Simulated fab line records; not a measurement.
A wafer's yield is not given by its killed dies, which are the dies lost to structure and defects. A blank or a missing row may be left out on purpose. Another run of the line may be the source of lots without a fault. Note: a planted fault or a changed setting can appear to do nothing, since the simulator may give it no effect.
Which of the tools did it?	flow berkeley-cmos170	45 wafers from 15 lots sampled at 6 of the route's 331 steps

## WHAT EACH GAUGE READ, for each wafer
UCB170_V2_THK_MEAS_04.
lot	measured	on	V2_POLISHED_THK (nm)
L463	day 8 22:12	film-metro-01	997.4 1000.0 997.5
L466	day 9 09:48	film-metro-03	1001.6 1001.2 1000.1
L467	day 9 10:41	film-metro-03	1001.6 1000.7 1000.3
L465	day 9 12:09	film-metro-04	998.1 999.5 998.1
L464	day 9 12:28	film-metro-01	1000.2 997.7 998.3
L469	day 9 12:46	film-metro-01	749.4 749.3 749.8
L468	day 9 13:04	film-metro-03	751.8 751.6 751.3
L470	day 9 23:27	film-metro-03	749.4 749.0 751.1
L481	day 12 10:02	film-metro-04	1000.7 1000.0 998.7
L480	day 12 15:05	film-metro-04	1001.5 998.5 998.9
L482	day 13 08:01	film-metro-01	998.8 998.8 999.5
L483	day 13 16:04	film-metro-04	1000.5 999.2 1002.6
L485	day 13 17:52	film-metro-01	999.9 999.2 999.8
L484	day 13 20:17	film-metro-04	998.8 1001.6 1000.4
L486	day 14 06:26	film-metro-04	998.8 1000.6 1000.3

UCB170_V2_CD_MEAS_90 targets a cd of 700 nm.
lot	measured	on	cd-nm (nm)
L463	day 9 00:04	cd-sem-01	696.7 699.3 699.2
L466	day 9 11:55	cd-sem-02	701.3 699.3 699.9
L467	day 9 12:14	cd-sem-01	699.7 700.6 699.9
L465	day 9 13:52	cd-sem-01	697.7 698.0 698.4
L464	day 9 14:57	cd-sem-02	699.2 699.8 700.9
L469	day 9 15:20	cd-sem-02	700.2 701.4 701.0
L468	day 9 15:57	cd-sem-02	699.8 698.4 697.9
L470	day 10 01:11	cd-sem-02	697.1 698.4 698.0
L481	day 12 13:32	cd-sem-01	702.5 704.2 701.4
L480	day 12 16:37	cd-sem-02	699.6 699.5 698.9
L482	day 13 09:41	cd-sem-02	698.8 698.6 699.9
L483	day 13 17:55	cd-sem-02	701.2 700.9 702.2
L485	day 13 20:51	cd-sem-01	703.0 701.3 702.3
L484	day 13 22:32	cd-sem-02	698.2 698.3 698.8
L486	day 14 08:04	cd-sem-02	700.3 700.5 701.3

UCB170_M3_THK_MEAS_03: measures by xrf.
lot	measured	on	M3_AL_THK (nm)
L463	day 9 00:26	film-metro-04	903 911 919
L466	day 9 12:18	film-metro-02	904 895 895
L467	day 9 12:37	film-metro-02	916 910 900
L465	day 9 14:15	film-metro-04	906 902 903
L464	day 9 15:20	film-metro-02	901 921 921
L469	day 9 15:43	film-metro-02	914 916 916
L468	day 9 16:19	film-metro-04	907 917 925
L470	day 10 01:34	film-metro-01	876 889 874
L481	day 12 13:56	film-metro-02	905 909 902
L480	day 12 16:59	film-metro-02	905 900 902
L482	day 13 10:03	film-metro-01	870 883 877
L483	day 13 18:18	film-metro-02	921 905 901
L485	day 13 21:14	film-metro-01	895 896 883
L484	day 13 22:55	film-metro-04	918 915 910
L486	day 14 08:28	film-metro-01	905 905 900

## WHICH TOOL RAN EACH LOT (tool, then ch and the chambers of the sampled wafers, then the start)
lot	UCB170_V2_CMP_02	UCB170_V2_ETCH_14	UCB170_M3_SPUTTER_01
L463	cmp-02 ch 0,2, day 8 21:46	rie-diel-01 ch 0,3, day 8 23:45	pvd-sputter-03, day 9 00:13
L466	cmp-02 ch 0,1,2, day 9 09:23	rie-diel-02 ch 0,2,3, day 9 11:37	pvd-sputter-01, day 9 12:06
L467	cmp-01 ch 0,1,2, day 9 10:16	rie-diel-04 ch 0,1,3, day 9 11:57	pvd-sputter-03, day 9 12:25
L465	cmp-01 ch 0,2,3, day 9 11:44	rie-diel-02 ch 0,2,3, day 9 13:35	pvd-sputter-01, day 9 14:03
L464	cmp-01 ch 1,3, day 9 12:05	rie-diel-01 ch 1,2, day 9 14:38	pvd-sputter-03, day 9 15:07
L469	cmp-01 ch 2,3, day 9 12:23	rie-diel-02 ch 1,2, day 9 15:02	pvd-sputter-01, day 9 15:31
L468	cmp-01 ch 1,2,3, day 9 12:41	rie-diel-04 ch 0,1, day 9 15:38	pvd-sputter-03, day 9 16:05
L470	cmp-01 ch 0,1,2, day 9 23:10	rie-diel-01 ch 0,2,3, day 10 00:52	pvd-sputter-03, day 10 01:20
L481	cmp-02 ch 0,2,3, day 12 09:36	rie-diel-01 ch 0,2,3, day 12 13:14	pvd-sputter-02, day 12 13:43
L480	cmp-02 ch 0,1, day 12 14:40	rie-diel-02 ch 2,3, day 12 16:19	pvd-sputter-03, day 12 16:46
L482	cmp-02 ch 0,1,2, day 13 07:38	rie-diel-04 ch 1,2, day 13 09:22	pvd-sputter-03, day 13 09:49
L483	cmp-01 ch 0,1,2, day 13 15:38	rie-diel-04 ch 0,1,2, day 13 17:38	pvd-sputter-02, day 13 18:05
L485	cmp-01 ch 0,2,3, day 13 17:26	rie-diel-01 ch 0,1, day 13 20:34	pvd-sputter-03, day 13 21:02
L484	cmp-02 ch 0,1, day 13 19:52	rie-diel-01 ch 0,1,3, day 13 22:14	pvd-sputter-01, day 13 22:41
L486	cmp-01 ch 0,1,2, day 14 06:01	rie-diel-01 ch 0,2,3, day 14 07:48	pvd-sputter-02, day 14 08:16
- UCB170_V2_CMP_02: polishes SiO2.
- UCB170_V2_ETCH_14: etches SiO2 in CHF3/CF4/Ar, stops on Al, target depth 1250 nm, time 291 s.
- UCB170_M3_SPUTTER_01: material Al, target thk 900 nm, time 120 s.

## AS READ BY THE TOOLS THEMSELVES (means over the sampled wafers that have a number; for cases with no such wafer, the mark the record gives instead)
UCB170_V2_CMP_02.
lot	tool	head-pressure-psi (psi)	motor-current-A (A)
L463	cmp-02	6.007	16.3
L466	cmp-02	6.008	15.8
L467	cmp-01	5.982	17.7
L465	cmp-01	6.000	16.9
L464	cmp-01	5.991	19.9
L469	cmp-01	6.004	15.9
L468	cmp-01	5.999	18.0
L470	cmp-01	5.993	17.8
L481	cmp-02	6.000	16.3
L480	cmp-02	5.997	15.7
L482	cmp-02	5.995	15.9
L483	cmp-01	6.005	17.5
L485	cmp-01	5.986	17.4
L484	cmp-02	5.995	14.6
L486	cmp-01	6.003	17.8

UCB170_V2_ETCH_14.
lot	tool	drypump-motor-current-A (A)	oes-product-au (a.u.)	rf-fwd-power-W (W)	throttle-valve-pct (%)
L463	rie-diel-01	5.5	0.877	698.0	6.90
L466	rie-diel-02	5.8	0.879	699.1	7.01
L467	rie-diel-04	5.7	0.864	696.7	6.99
L465	rie-diel-02	5.8	0.881	699.9	7.02
L464	rie-diel-01	6.0	0.870	697.3	6.82
L469	rie-diel-02	5.8	0.758	698.9	7.08
L468	rie-diel-04	5.2	0.743	694.8	6.99
L470	rie-diel-01	5.8	0.733	699.0	6.87
L481	rie-diel-01	5.8	0.867	698.3	6.88
L480	rie-diel-02	6.3	0.882	700.2	7.12
L482	rie-diel-04	5.6	0.867	695.6	7.04
L483	rie-diel-04	5.4	0.870	697.7	6.98
L485	rie-diel-01	5.5	0.862	699.0	6.91
L484	rie-diel-01	5.7	0.871	697.8	6.84
L486	rie-diel-01	5.8	0.864	699.0	6.89

UCB170_M3_SPUTTER_01.
lot	tool	throttle-valve-pct (%)
L463	pvd-sputter-03	29.3
L466	pvd-sputter-01	28.7
L467	pvd-sputter-03	30.2
L465	pvd-sputter-01	30.6
L464	pvd-sputter-03	29.5
L469	pvd-sputter-01	30.3
L468	pvd-sputter-03	29.3
L470	pvd-sputter-03	30.3
L481	pvd-sputter-02	30.1
L480	pvd-sputter-03	29.4
L482	pvd-sputter-03	29.3
L483	pvd-sputter-02	30.1
L485	pvd-sputter-03	29.5
L484	pvd-sputter-01	29.2
L486	pvd-sputter-02	30.3

## THE ANSWER, worked out from the rows above alone
Rule: usual is defined by the lots themselves. The widest of any qualifying gaps counts: lots, ordered by their means at a reading, are off when they make up no more than a third of the lots, leave a main group of 4 or more, and stand apart from it by 3 or more times the standard deviation of that group's means. A main group is skipped when, at the precision printed for the reading in the tables above, its means are all equal. Also off: a lot with no number at a reading for which 4 or more lots have one. Any other lot the step has rows for is counted as sound. After the gauges, taken in route order, come the tools' own readings; for these a lot's mean is taken, as printed above. The first step at which some lot is off is used, and at that step the reading that is off furthest; a lot without a number counts as furthest.
Off: L469, L468, L470, at UCB170_V2_THK_MEAS_04 (V2_POLISHED_THK). The main group has a mean of 999.7 nm with a standard deviation of 0.87.
If a tool, at a process step before that reading, ran all the lots that are off and no sound lot after the first of them, it fits. The gauges at UCB170_V2_THK_MEAS_04 aren't tried: what is off there is off at UCB170_V2_ETCH_14 too, on other tools, and a gauge's error can't cause that. None of those tried fits.

## WHAT THE SIMULATOR PUT IN
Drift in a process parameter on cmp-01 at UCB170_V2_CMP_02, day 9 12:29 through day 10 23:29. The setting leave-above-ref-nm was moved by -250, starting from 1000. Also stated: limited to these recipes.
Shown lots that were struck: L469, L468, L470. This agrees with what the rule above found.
